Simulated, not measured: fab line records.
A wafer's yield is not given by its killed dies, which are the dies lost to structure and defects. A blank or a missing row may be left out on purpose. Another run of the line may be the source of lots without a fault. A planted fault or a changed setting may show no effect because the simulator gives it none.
What tool caused it? ; flow berkeleyCmos170 ; Sampling: 14 lots, 40 wafers, 5 of 331 route steps

== WHAT EACH GAUGE READ, for each wafer ==
UCB170_GATE_CD_MEAS_12: the cd target is 350 nm.
lot;measured;on;cdNm (nm)
L540;day 7 05:55;cdSem-01;352.0 351.2 351.8
L539;day 7 06:24;cdSem-01;351.4 351.5 351.1
L541;day 7 18:11;cdSem-01;352.6 351.7 352.6
L543;day 7 18:29;cdSem-02;350.8 350.9 350.0
L542;day 7 18:47;cdSem-01;349.2 348.8 350.2
L546;day 8 10:08;cdSem-01;348.9 350.5 351.1
L545;day 8 10:35;cdSem-01;350.8 350.7 351.5
L544;day 8 10:47;cdSem-02;348.7 348.1 349.5
L549;day 9 05:40;cdSem-02;346.4 349.0
L548;day 9 05:59;cdSem-01;348.2 347.7 349.0
L552;day 9 18:59;cdSem-02;351.0 349.8
L553;day 9 19:20;cdSem-01;351.8 352.1 350.5
L556;day 11 01:11;cdSem-01;348.6 348.8 348.7
L558;day 11 01:28;cdSem-02;349.8 349.0 349.2

UCB170_PLDD_CD_MEAS_06: the cd target is 1200 nm.
lot;measured;on;cdNm (nm)
L540;day 7 08:01;cdSem-01;1199.2 1199.6 1198.6
L539;day 7 08:16;cdSem-01;1196.9 1197.9 1198.3
L541;day 7 20:05;cdSem-01;1199.1 1198.4 1200.7
L543;day 7 20:33;cdSem-02;1201.0 1202.2 1200.7
L542;day 7 20:55;cdSem-01;1199.3 1198.6 1198.8
L546;day 8 12:35;cdSem-01;1199.8 1200.3 1199.9
L545;day 8 12:56;cdSem-02;1201.5 1199.7 1198.7
L544;day 8 13:14;cdSem-01;1200.7 1200.7 1199.5
L549;day 9 08:30;cdSem-02;1201.9 1201.5
L548;day 9 08:58;cdSem-02;1199.1 1199.4 1199.6
L552;day 9 21:08;cdSem-01;1201.2 1201.2
L553;day 9 21:38;cdSem-02;1199.9 1199.2 1199.0
L556;day 11 03:02;cdSem-02;1201.2 1203.3 1203.3
L558;day 11 03:38;cdSem-02;1198.9 1198.9 1199.3

UCB170_NSD_OVL_MEAS_07.
lot;measured;on;NSD_OVL (nm)
L540;day 7 21:00;overlay-02;0 2 -5
L539;day 7 21:06;overlay-01;-5 -6 -2
L541;day 8 09:16;overlay-02;-3 -6 -6
L543;day 8 08:49;overlay-01;-2 5 5
L542;day 8 09:17;overlay-01;-5 -3 -14
L546;day 9 00:06;overlay-02;1 1 0
L545;day 9 00:23;overlay-02;-3 -5 0
L544;day 9 00:23;overlay-01;-7 -5 -9
L549;day 10 00:47;overlay-01;3 8
L548;day 10 00:44;overlay-01;-1 -3 -6
L552;day 10 10:25;overlay-02;-3 -5
L553;day 10 10:40;overlay-01;-1 11 -5
L556;day 11 13:46;overlay-02;-7 -10 -6
L558;day 11 14:26;overlay-02;2 5 -7

UCB170_CONTACT_THK_MEAS_02.
lot;measured;on;CONTACT_PSG_THK (nm)
L540;day 8 01:18;filmMetro-03;698 690 692
L539;day 8 04:02;filmMetro-03;680 678 683
L541;day 8 13:50;filmMetro-04;675 677 676
L543;day 8 13:32;filmMetro-01;686 687 691
L542;day 8 15:20;filmMetro-04;685 682 685
L546;day 9 05:15;filmMetro-04;691 695 687
L545;day 9 05:37;filmMetro-01;682 678 687
L544;day 9 05:16;filmMetro-03;685 685 680
L549;day 10 06:26;filmMetro-04;721 721
L548;day 10 05:11;filmMetro-04;690 689 692
L552;day 10 14:36;filmMetro-03;727 730
L553;day 10 16:23;filmMetro-03;695 696 692
L556;day 11 18:07;filmMetro-01;685 683 688
L558;day 11 19:55;filmMetro-04;682 682 684

== WHICH TOOL RAN EACH LOT (tool, then ch and the chambers of the sampled wafers, then the start) ==
lot;UCB170_CONTACT_CVD_01
L540;lpcvd-02 ch 0, day 7 23:31
L539;lpcvd-01 ch 1, day 8 01:21
L541;lpcvd-01 ch 0, day 8 12:03
L543;lpcvd-02 ch 0, day 8 11:44
L542;lpcvd-02 ch 0, day 8 13:32
L546;lpcvd-02 ch 1, day 9 03:28
L545;lpcvd-01 ch 0, day 9 03:50
L544;lpcvd-02 ch 0, day 9 03:28
L549;lpcvd-01 ch 1, day 10 04:38
L548;lpcvd-02 ch 0, day 10 03:23
L552;lpcvd-01 ch 1, day 10 12:49
L553;lpcvd-01 ch 0, day 10 14:35
L556;lpcvd-02 ch 1, day 11 16:20
L558;lpcvd-02 ch 1, day 11 18:07
- UCB170_CONTACT_CVD_01: deposits PSG from SiH4/O2/PH3, target thk 700 nm, time 2760 s.

== WHAT THE TOOLS THEMSELVES READ (means of the sampled wafers that have a number; where no wafer has one, the mark that the record gives instead) ==
The record holds no such reading with a usual standard deviation.

== THE ANSWER, worked out from the rows above alone ==
Rule: the lots themselves supply what counts as usual. The widest of any qualifying gaps counts: lots, ordered by their means at a reading, are off when they make up no more than a third of the lots, leave a main group of 4 or more, and stand apart from it by 3 or more times the standard deviation of that group's means. Not used: any main group whose means are identical at the precision the tables above print for the reading. A lot without any number at a reading at which 4 lots or more have one is off too. All remaining lots with rows at the step are treated as sound. After the gauges, taken in route order, come the tools' own readings; for these a lot's mean is taken, as printed above. The first step at which some lot is off is used, and at that step the reading that is off furthest; a lot without a number counts as furthest.
Off: L549, L552, seen at UCB170_CONTACT_THK_MEAS_02 (CONTACT_PSG_THK). The main group: mean 686 nm, standard deviation 5.3.
If a tool, at a process step before that reading, ran all the lots that are off and no sound lot after the first of them, it fits. Those tools and the gauges at UCB170_CONTACT_THK_MEAS_02 are tried in the same way. Of those tried, none fits.

== WHAT THE SIMULATOR PUT IN ==
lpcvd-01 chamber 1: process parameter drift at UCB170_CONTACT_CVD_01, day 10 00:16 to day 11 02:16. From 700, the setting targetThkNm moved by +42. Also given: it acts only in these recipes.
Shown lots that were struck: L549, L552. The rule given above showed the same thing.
